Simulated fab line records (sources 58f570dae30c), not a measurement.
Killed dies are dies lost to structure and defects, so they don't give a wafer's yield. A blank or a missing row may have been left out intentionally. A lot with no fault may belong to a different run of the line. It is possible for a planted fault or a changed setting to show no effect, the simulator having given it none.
Which tool was responsible? | flow berkeley-cmos170 | 21 wafers from 7 lots sampled at 2 of the route's 331 steps

WHAT EACH GAUGE READ, for each wafer
UCB170_FIELD_THK_MEAS_90.
lot  | measured    | on            | FIELD_OXIDE_LEFT_1_THK (nm)
L775 | day 5 18:39 | film-metro-04 | 440 431 430
L778 | day 5 18:42 | film-metro-02 | 446 448 450
L781 | day 6 17:39 | film-metro-02 | 443 451 446
L788 | day 7 22:13 | film-metro-01 | 493 497 492
L790 | day 8 08:34 | film-metro-02 | 443 435 445
L792 | day 8 19:14 | film-metro-01 | 445 443 445
L797 | day 9 22:52 | film-metro-04 | 451 448 456

EACH LOT AND THE TOOL THAT RAN IT (in order: tool; ch and the chambers of the sampled wafers; start)
lot  | UCB170_FIELD_WET_ETCH_06
L775 | wet-bench-04 ch 1, day 5 18:38
L778 | wet-bench-04 ch 0, day 5 18:38
L781 | wet-bench-04 ch 2, day 6 17:38
L788 | wet-bench-01 ch 2, day 7 22:11
L790 | wet-bench-01 ch 3, day 8 08:33
L792 | wet-bench-04 ch 3, day 8 19:14
L797 | wet-bench-04 ch 3, day 9 22:51
- UCB170_FIELD_WET_ETCH_06: etches SiO2 in BOE, time 22.83 s.

THE ANSWER, worked out from the rows above alone
Rule: the usual values come from the lots themselves. The widest of any qualifying gaps counts: lots, ordered by their means at a reading, are off when they make up no more than a third of the lots, leave a main group of 4 or more, and stand apart from it by 3 or more times the standard deviation of that group's means. Not used: any main group whose means are identical at the precision the tables above print for the reading. A lot without any number at a reading at which 4 lots or more have one is off too. All remaining lots with rows at the step are treated as sound.
Off: L788, seen at UCB170_FIELD_THK_MEAS_90 (FIELD_OXIDE_LEFT_1_THK). The main group: mean 444 nm, standard deviation 5.7.
A tool fits if, at a process step before that reading, it ran every lot that is off, and no sound lot after the first of them. Gauges at UCB170_FIELD_THK_MEAS_90: tried the same way as those tools. No candidate that was tried fits.

WHAT THE SIMULATOR HAD INSERTED
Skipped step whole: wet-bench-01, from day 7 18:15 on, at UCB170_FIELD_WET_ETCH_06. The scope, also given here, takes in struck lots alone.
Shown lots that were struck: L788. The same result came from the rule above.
